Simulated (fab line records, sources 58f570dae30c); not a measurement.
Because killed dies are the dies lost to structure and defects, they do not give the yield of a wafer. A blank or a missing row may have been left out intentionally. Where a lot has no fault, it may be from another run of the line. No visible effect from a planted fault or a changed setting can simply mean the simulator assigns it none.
A sampling plan put to the test	flow berkeley-cmos170	one fab line, 32 faults that these records tell of, each judged on the records of the lots that it struck; 1 more is left out, because the records don't allow judging it
The line's own looks make up the plan; these are the steps of the route where a gauge or inspection reads the wafer and leaves it unchanged. Where struck wafers have a number at a look and the file lists that look's usual mean and standard deviation on fault-free wafers, the look can be judged. Caught: the struck wafers' mean, at a look after the fault's first step, is 4 or more of those standard deviations (sigma) away from the usual mean. On the tool: the test repeated on the tool's own readings taken at the fault's steps. Another recipe on the struck wafers, or a record that is blank for them alone, also counts as caught.

== THE FAULTS, as the simulator had put them in ==
1. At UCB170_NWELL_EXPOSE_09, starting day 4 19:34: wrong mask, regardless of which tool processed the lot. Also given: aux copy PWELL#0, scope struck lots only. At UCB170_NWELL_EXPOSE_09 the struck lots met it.
2. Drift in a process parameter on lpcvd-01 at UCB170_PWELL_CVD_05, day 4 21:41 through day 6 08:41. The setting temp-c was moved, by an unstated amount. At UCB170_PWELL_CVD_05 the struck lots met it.
3. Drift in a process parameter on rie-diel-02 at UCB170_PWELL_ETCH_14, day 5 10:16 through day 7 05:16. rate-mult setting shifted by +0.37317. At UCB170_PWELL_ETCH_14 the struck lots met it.
4. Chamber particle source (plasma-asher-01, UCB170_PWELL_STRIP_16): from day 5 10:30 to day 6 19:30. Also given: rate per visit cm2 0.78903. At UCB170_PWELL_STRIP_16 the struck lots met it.
5. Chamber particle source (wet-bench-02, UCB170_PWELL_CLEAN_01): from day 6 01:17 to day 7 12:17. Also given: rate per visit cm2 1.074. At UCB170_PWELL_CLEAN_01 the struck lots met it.
6. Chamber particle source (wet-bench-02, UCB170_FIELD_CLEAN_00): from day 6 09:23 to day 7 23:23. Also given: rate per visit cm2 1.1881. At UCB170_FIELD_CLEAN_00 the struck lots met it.
7. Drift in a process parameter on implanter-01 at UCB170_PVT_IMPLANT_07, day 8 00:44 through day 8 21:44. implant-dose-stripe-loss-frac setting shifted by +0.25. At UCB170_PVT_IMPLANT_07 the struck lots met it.
8. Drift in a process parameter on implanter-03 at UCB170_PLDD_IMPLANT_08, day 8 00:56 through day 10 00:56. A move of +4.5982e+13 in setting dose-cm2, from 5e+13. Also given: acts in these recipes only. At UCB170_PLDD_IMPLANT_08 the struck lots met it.
9. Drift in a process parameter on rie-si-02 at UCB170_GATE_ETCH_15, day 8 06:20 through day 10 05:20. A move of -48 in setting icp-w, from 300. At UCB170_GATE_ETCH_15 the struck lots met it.
10. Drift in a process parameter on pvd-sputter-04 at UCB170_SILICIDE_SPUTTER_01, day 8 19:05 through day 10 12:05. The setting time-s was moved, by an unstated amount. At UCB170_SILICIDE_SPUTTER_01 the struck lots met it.
11. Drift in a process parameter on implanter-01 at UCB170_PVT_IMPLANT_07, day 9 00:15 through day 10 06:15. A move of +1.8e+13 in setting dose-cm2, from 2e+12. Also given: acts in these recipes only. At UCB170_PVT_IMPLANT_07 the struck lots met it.
12. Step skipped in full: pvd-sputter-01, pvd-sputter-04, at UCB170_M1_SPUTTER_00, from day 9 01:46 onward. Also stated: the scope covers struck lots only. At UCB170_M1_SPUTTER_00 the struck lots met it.
13. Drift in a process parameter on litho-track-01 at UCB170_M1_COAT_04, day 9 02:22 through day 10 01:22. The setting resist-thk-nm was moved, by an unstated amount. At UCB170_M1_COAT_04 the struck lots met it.
14. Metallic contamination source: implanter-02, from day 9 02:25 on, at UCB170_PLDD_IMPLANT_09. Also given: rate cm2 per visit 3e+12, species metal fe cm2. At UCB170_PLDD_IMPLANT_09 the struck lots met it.
15. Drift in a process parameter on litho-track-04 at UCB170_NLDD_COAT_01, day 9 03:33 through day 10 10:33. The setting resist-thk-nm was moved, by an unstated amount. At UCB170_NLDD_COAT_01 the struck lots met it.
16. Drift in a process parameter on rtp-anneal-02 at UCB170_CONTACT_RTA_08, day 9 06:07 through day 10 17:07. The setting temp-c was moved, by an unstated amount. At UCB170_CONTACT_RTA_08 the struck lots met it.
17. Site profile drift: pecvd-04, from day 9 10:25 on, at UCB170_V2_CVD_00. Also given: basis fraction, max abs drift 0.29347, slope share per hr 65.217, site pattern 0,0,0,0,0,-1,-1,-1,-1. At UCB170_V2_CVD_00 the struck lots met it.
18. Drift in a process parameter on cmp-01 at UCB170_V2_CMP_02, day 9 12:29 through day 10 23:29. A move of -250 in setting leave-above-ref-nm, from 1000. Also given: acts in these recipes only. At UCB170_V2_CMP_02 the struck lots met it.
19. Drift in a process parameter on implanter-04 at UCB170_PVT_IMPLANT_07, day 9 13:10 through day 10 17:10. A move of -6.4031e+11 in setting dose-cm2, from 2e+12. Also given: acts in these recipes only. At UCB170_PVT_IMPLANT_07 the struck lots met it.
20. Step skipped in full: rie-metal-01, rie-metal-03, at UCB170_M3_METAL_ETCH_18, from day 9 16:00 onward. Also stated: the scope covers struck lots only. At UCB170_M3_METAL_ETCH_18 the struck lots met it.
21. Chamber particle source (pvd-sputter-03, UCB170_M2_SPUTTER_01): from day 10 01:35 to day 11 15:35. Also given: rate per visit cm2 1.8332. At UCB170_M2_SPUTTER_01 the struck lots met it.
22. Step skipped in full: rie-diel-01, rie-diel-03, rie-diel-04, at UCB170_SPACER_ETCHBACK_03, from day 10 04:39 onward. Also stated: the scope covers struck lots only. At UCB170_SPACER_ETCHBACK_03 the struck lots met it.
23. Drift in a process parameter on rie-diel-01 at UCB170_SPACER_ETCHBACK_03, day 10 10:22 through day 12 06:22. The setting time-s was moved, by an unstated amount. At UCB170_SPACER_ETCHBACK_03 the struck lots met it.
24. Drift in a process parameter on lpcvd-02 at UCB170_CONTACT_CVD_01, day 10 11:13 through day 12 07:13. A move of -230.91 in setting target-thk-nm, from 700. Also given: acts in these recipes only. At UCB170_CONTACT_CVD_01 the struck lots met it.
25. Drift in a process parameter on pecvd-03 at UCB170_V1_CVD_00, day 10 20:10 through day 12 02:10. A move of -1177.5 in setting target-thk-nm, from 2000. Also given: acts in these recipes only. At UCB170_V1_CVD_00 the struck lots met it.
26. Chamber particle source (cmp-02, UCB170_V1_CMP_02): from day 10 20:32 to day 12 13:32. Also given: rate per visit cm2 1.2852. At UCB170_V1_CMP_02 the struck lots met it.
27. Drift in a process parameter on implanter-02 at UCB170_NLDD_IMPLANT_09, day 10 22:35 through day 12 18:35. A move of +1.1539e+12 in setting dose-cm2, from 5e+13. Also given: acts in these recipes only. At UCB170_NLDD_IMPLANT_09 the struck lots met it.
28. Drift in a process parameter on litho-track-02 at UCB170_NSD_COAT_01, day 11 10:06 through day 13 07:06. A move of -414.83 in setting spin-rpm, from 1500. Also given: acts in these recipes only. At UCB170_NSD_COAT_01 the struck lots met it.
29. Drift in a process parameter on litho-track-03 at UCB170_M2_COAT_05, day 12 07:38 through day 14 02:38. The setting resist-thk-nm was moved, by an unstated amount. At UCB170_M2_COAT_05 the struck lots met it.
30. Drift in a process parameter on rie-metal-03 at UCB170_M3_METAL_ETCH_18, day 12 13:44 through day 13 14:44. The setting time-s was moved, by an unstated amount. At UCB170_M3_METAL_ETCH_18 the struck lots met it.
31. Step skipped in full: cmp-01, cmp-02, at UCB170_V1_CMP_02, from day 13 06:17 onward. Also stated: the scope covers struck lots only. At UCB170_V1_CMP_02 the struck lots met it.
32. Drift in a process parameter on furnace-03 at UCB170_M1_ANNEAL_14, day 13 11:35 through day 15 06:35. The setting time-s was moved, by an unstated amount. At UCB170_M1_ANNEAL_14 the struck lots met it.

== WHAT THE PLAN SAW ==
fault	on the tool itself	first look that catches it	reading, sigma	median hours from its first step to that look	hours from the fault's start to the first struck lot there	judged looks passed uncaught
1	under 2 sigma	UCB170_NWELL_TW_MEAS_16	NWELL_TW -71	1.7	2	0
2	susceptor-temp-C +25 sigma	UCB170_PWELL_THK_MEAS_06	PWELL_NITRIDE_THK +22	2.0	14	0
3	under 2 sigma	none of the 2 looks that can be judged after it	-	-	-	2
4	under 2 sigma	not the one look that can be judged after it	-	-	-	1
5	no reading that can be judged	none of the 2 looks that can be judged after it	-	-	-	2
6	no reading that can be judged	none of the 3 looks that can be judged after it	-	-	-	3
7	under 2 sigma	UCB170_PVT_TW_MEAS_09	PVT_TW -6.2	0.2	17	0
8	dose-ions-cm2 +99 or beyond sigma	UCB170_PLDD_TW_MEAS_11	PLDD_TW +8.8	0.4	1	0
9	rf-fwd-power-W -43 sigma	no look after it can be judged	-	-	-	0
10	under 2 sigma	UCB170_SILICIDE_RS_MEAS_02	SILICIDE_TI_RS -7.2	0.0	0	0
11	dose-ions-cm2 +99 or beyond sigma	UCB170_PVT_TW_MEAS_09	PVT_TW +99 or beyond	0.2	6	0
12	the tool's record is blank for the struck wafers	no look after it can be judged	-	-	-	0
13	under 2 sigma	none of the 3 looks that can be judged after it	-	-	-	3
14	under 2 sigma	none of the 7 looks that can be judged after it	-	-	-	7
15	under 2 sigma	UCB170_NLDD_CD_MEAS_06	cd-nm -4.2	1.1	10	0
16	under 2 sigma	none of the 8 looks that can be judged after it	-	-	-	8
17	under 2 sigma	UCB170_V2_THK_MEAS_01	V2_TEOS_THK -10	0.2	1	0
18	under 2 sigma	UCB170_V2_THK_MEAS_04	V2_POLISHED_THK -99 or beyond	0.4	0	0
19	dose-ions-cm2 -99 or beyond sigma	UCB170_PVT_TW_MEAS_09	PVT_TW -12	0.3	7	0
20	the tool's record is blank for the struck wafers	no look after it can be judged	-	-	-	0
21	under 2 sigma	no look after it can be judged	-	-	-	0
22	the tool's record is blank for the struck wafers	no look after it can be judged	-	-	-	0
23	run-length-s -35 sigma	no look after it can be judged	-	-	-	0
24	under 2 sigma	UCB170_CONTACT_THK_MEAS_02	CONTACT_PSG_THK -41	1.8	8	0
25	under 2 sigma	UCB170_V1_THK_MEAS_01	V1_TEOS_THK -43	0.1	5	0
26	under 2 sigma	none of the 2 looks that can be judged after it	-	-	-	2
27	dose-ions-cm2 +23 sigma	not the one look that can be judged after it	strongest: NLDD_RS at UCB170_SDANNEAL_RS_MEAS_05, -3.8	-	-	1
28	spin-speed-rpm -99 or beyond sigma	UCB170_NSD_CD_MEAS_06	cd-nm -5.6	0.8	5	0
29	under 2 sigma	no look after it can be judged	-	-	-	0
30	run-length-s -41 sigma	no look after it can be judged	-	-	-	0
31	the tool's record is blank for the struck wafers	not the one look that can be judged after it	strongest: V1_BOW at UCB170_V1_BOW_MEAS_03, +2.9	-	-	1
32	under 2 sigma	none of the 8 looks that can be judged after it	-	-	-	8
Dash: fault not caught, or number not given in these records.

Caught at a look: 13 of 32. Caught on the tool: 13 of 32. By one or the other: 21 of 32.
Caught on the tool alone: faults 9, 12, 20, 22, 23, 27, 30, 31.
Caught at a look alone: faults 1, 7, 10, 15, 17, 18, 24, 25.
Caught by neither: faults 3, 4, 5, 6, 13, 14, 16, 21, 26, 29, 32.

== THINNER SAMPLING ==
In the worst case, this is how late the first struck lot would be measured if the look that catches a fault measured only every second or every third lot, by lot number:
fault	struck lots at that look, in order of time	every lot	every second lot	every third lot
1	L872	2 h	may miss it	may miss it
2	L193, L194	14 h	14 h	may miss all 2
7	L859, L860	17 h	18 h	may miss all 2
8	L279, L285	1 h	may miss all 2	may miss all 2
10	L920, L926	0 h	may miss all 2	may miss all 2
11	L812, L813, L816	6 h	7 h	may miss all 3
15	L658, L662	10 h	may miss all 2	may miss all 2
17	L395, L404	1 h	35 h	may miss all 2
18	L469, L468, L470	0 h	1 h	11 h
19	L420, L423	7 h	15 h	may miss all 2
24	L818, L817	8 h	9 h	may miss all 2
25	L900, L903	5 h	9 h	may miss all 2
28	L529, L534	5 h	40 h	may miss all 2
Hours are from the fault's start to the first struck lot that is measured. 4 sigma limit: tested on the pooled struck wafers, so a lone lot may be under it. Other struck lots may not be in these records.

== THE LONGEST TIMED WAY FROM STEP TO LOOK ==
Fault 2: a median of 2.0 hours passes between UCB170_PWELL_CVD_05 and UCB170_PWELL_THK_MEAS_06. No look between them can be judged.
